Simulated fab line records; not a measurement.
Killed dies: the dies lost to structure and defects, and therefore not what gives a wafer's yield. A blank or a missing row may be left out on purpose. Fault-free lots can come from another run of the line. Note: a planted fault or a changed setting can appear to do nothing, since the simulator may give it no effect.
Check of tool commonality :: flow berkeley cmos170 :: 15 lots and 45 wafers in the sample

## WHAT PROMPTED THE OPENING
3 of 15 lots carry a flag on the reading FIELD_OXIDE_THK at UCB170_FIELD_THK_MEAS_02. No-fault wafers: 559 nm, standard deviation 8.5.
Rule: flag the lot when none of its wafers has a number, or when each of its wafers that has one lies beyond 4 standard deviations from that mean. As for the other lots, they are considered sound.

lot: L798
measured: day 5 08:05
on: film metro-03
FIELD_OXIDE_THK (nm), wafer by wafer: 546 531 552
flag: 

lot: L797
measured: day 5 08:06
on: film metro-04
FIELD_OXIDE_THK (nm), wafer by wafer: 553 564 549
flag: 

lot: L799
measured: day 5 20:58
on: film metro-02
FIELD_OXIDE_THK (nm), wafer by wafer: 566 566 567
flag: 

lot: L800
measured: day 6 04:50
on: film metro-04
FIELD_OXIDE_THK (nm), wafer by wafer: 558 560 564
flag: 

lot: L801
measured: day 6 04:50
on: film metro-03
FIELD_OXIDE_THK (nm), wafer by wafer: 565 558 564
flag: 

lot: L805
measured: day 7 06:42
on: film metro-03
FIELD_OXIDE_THK (nm), wafer by wafer: 865 841 863
flag: FLAGGED

lot: L806
measured: day 7 21:32
on: film metro-02
FIELD_OXIDE_THK (nm), wafer by wafer: 881 885 890
flag: FLAGGED

lot: L810
measured: day 8 10:38
on: film metro-02
FIELD_OXIDE_THK (nm), wafer by wafer: 558 554 552
flag: 

lot: L809
measured: day 8 10:41
on: film metro-04
FIELD_OXIDE_THK (nm), wafer by wafer: 834 858 837
flag: FLAGGED

lot: L812
measured: day 8 19:19
on: film metro-02
FIELD_OXIDE_THK (nm), wafer by wafer: 565 569 578
flag: 

lot: L813
measured: day 9 04:27
on: film metro-04
FIELD_OXIDE_THK (nm), wafer by wafer: 556 564 568
flag: 

lot: L815
measured: day 9 12:49
on: film metro-02
FIELD_OXIDE_THK (nm), wafer by wafer: 563 553 557
flag: 

lot: L816
measured: day 9 20:08
on: film metro-04
FIELD_OXIDE_THK (nm), wafer by wafer: 551 553 554
flag: 

lot: L817
measured: day 9 20:09
on: film metro-02
FIELD_OXIDE_THK (nm), wafer by wafer: 561 566 570
flag: 

lot: L819
measured: day 10 10:49
on: film metro-02
FIELD_OXIDE_THK (nm), wafer by wafer: 550 553 543
flag: 
The mean of the flagged lots' numbers is 862 nm, +303 nm from the usual (+36 standard deviations).

## LOT BY LOT: THE TOOL USED
The record holds 1 process step before the reading, out of a route of 331 steps. Every cell lists first the tool, next ch and the chambers used by the sampled wafers, and last the start.
lot: L798
flag: 
UCB170_FIELD_OXIDATION_01: furnace-01 ch 0, day 5 05:05

lot: L797
flag: 
UCB170_FIELD_OXIDATION_01: furnace-01 ch 0, day 5 05:05

lot: L799
flag: 
UCB170_FIELD_OXIDATION_01: furnace-01 ch 0, day 5 17:58

lot: L800
flag: 
UCB170_FIELD_OXIDATION_01: furnace-02 ch 0, day 6 01:50

lot: L801
flag: 
UCB170_FIELD_OXIDATION_01: furnace-02 ch 0, day 6 01:50

lot: L805
flag: FLAGGED
UCB170_FIELD_OXIDATION_01: furnace-04 ch 0, day 6 23:26

lot: L806
flag: FLAGGED
UCB170_FIELD_OXIDATION_01: furnace-02 ch 0, day 7 13:29 and furnace-01 ch 0, day 7 17:47

lot: L810
flag: 
UCB170_FIELD_OXIDATION_01: furnace-02 ch 0, day 8 07:38

lot: L809
flag: FLAGGED
UCB170_FIELD_OXIDATION_01: furnace-02 ch 0, day 8 00:49

lot: L812
flag: 
UCB170_FIELD_OXIDATION_01: furnace-01 ch 0, day 8 16:17

lot: L813
flag: 
UCB170_FIELD_OXIDATION_01: furnace-01 ch 0, day 9 01:27

lot: L815
flag: 
UCB170_FIELD_OXIDATION_01: furnace-01 ch 0, day 9 09:48

lot: L816
flag: 
UCB170_FIELD_OXIDATION_01: furnace-04 ch 0, day 9 17:08

lot: L817
flag: 
UCB170_FIELD_OXIDATION_01: furnace-04 ch 0, day 9 17:08

lot: L819
flag: 
UCB170_FIELD_OXIDATION_01: furnace-02 ch 0, day 10 07:49
What the steps here do:
- UCB170_FIELD_OXIDATION_01: target thk 558.3 nm, ox time 7200 s.
- UCB170_FIELD_THK_MEAS_02

## FLAGGED AGAINST TOTAL, ONE TOOL AT A TIME (gauges that did the reading follow at the end)
step: UCB170_FIELD_OXIDATION_01
tool: furnace-01
lots run: 7
flagged: 1
share of the flagged lots: some
sound lots run after its first flagged lot: 3 (L812,L813,L815)

step: UCB170_FIELD_OXIDATION_01
tool: furnace-02
lots run: 6
flagged: 2
share of the flagged lots: some
sound lots run after its first flagged lot: 2 (L810,L819)

step: UCB170_FIELD_OXIDATION_01
tool: furnace-04
lots run: 3
flagged: 1
share of the flagged lots: some
sound lots run after its first flagged lot: 2 (L816,L817)

step: UCB170_FIELD_THK_MEAS_02
tool: film metro-02
lots run: 7
flagged: 1
share of the flagged lots: some
sound lots run after its first flagged lot: 5 (L810,L812,L815,L817,L819)

step: UCB170_FIELD_THK_MEAS_02
tool: film metro-03
lots run: 3
flagged: 1
share of the flagged lots: some
sound lots run after its first flagged lot: 0

step: UCB170_FIELD_THK_MEAS_02
tool: film metro-04
lots run: 5
flagged: 1
share of the flagged lots: some
sound lots run after its first flagged lot: 2 (L813,L816)

## THE TABLE: WHAT IT ALLOWS
No row of the table ran every flagged lot.

## WHAT THE SIMULATOR HAD INSERTED
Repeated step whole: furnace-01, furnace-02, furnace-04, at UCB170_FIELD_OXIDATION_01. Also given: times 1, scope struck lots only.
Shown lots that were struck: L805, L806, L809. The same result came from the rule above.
